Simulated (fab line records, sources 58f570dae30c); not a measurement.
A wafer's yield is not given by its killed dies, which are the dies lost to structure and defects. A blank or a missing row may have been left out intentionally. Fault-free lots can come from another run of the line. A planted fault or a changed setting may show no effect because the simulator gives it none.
8D (eight disciplines) problem report, filled in by code | flow berkeleyCmos170 | the parts of the form that need people (team, actions taken, sign-off) are left out

1. PROBLEM STATEMENT
UCB170_M3_METAL_ETCH_18, oesProductAu: mean 0.957 a.u. on 3 wafers (1 lot); fault-free wafers 0.867 a.u., standard deviation 0.012. That puts it +7.5 standard deviations away from the usual mean.
The step: etches Al in Cl2/BCl3, stops on SiO2, target depth 1170 nm, time 190.4 s.
First observed at day 10 18:08: wafer L494.1, on rieMetal-04. The record has a number at this step for 39 wafers belonging to 13 lots. The rule behind "out" and "out of limits": a value lying over 4 standard deviations away from the usual mean. All remaining wafers that have a number are taken as sound.

2. WHAT IT IS, AND WHAT IT ISN'T
question                    | is                     | is not
which readings at this step | oesProductAu           | drypumpMotorCurrentA, throttleValvePct
which lots                  | L494                   | L477, L479, L480, L481, L483, L484, L486, L487, L489, L496, L497, L498
which wafers of those lots  | all that have a number | -
read on which tools         | rieMetal-04            | rieMetal-02, rieMetal-03
when                        | from day 10 18:08      | up to then (27 sound wafers); but 9 sound wafers of L496, L497, L498 came after

3. WHAT RULES OUT EACH SUSPECT
Counting: a tool stays on the suspect list if, at a process step up to the reading, it processed all lots that are out and no sound lot following the first of them.
- plasmaAsher-02 at UCB170_PFIELD_STRIP_08 (strips in O2): ruled out as a lasting fault. Following L494 (day 7 07:31), the first lot on it that is out, the sound lots L498 were run on it.
- rtpAnneal-02 at UCB170_CONTACT_RTA_08 (time 10 s): ruled out as a lasting fault. Following L494 (day 9 20:55), the first lot on it that is out, the sound lots L496 were run on it.
- rieMetal-04 at UCB170_M3_METAL_ETCH_18 (etches Al in Cl2/BCl3, stops on SiO2, target depth 1170 nm, time 190.4 s): kept. It ran the lot that is out, L494 (day 10 18:08), and no sound lot after that; its last sound lot up to then is L489 (day 9 16:10). Its own oesProductAu readings are out on those wafers.
The count leaves rieMetal-04 at UCB170_M3_METAL_ETCH_18.

4. THE CAUSE (what the simulator had put in)
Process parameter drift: rieMetal-04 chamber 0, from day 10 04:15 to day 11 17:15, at UCB170_M3_METAL_ETCH_18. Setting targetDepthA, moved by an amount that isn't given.
This tool alone remained once counting was done.

5. THE EFFECT CHAIN, in route order
Each row: a reading where the mean over the struck wafers with a number is more than 3 standard deviations away from the usual. Only readings for which the record gives a usual standard deviation are gone through. hours: the time from each lot's start at the first step in this table that gives one to its start at this step, as a median over the lots. sigmas: the change in usual standard deviations.
hours | step                    | reading      | usual      | on struck wafers | change | sigmas
0     | UCB170_M3_METAL_ETCH_18 | oesProductAu | 0.867 a.u. | 0.957            | +0.090 | +7.5
0     | UCB170_M3_STRIP_19      | oesProductAu | 0.561 a.u. | 0.674            | +0.113 | +10
Its process steps:
- UCB170_M3_METAL_ETCH_18: etches Al in Cl2/BCl3, stops on SiO2, target depth 1170 nm, time 190.4 s.
- UCB170_M3_STRIP_19: strips in O2.

6. HOW IT WOULD HAVE BEEN CAUGHT EARLIER
In this record no reading fell out of limits until day 10 18:08, 14 hours after the fault had begun at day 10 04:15.
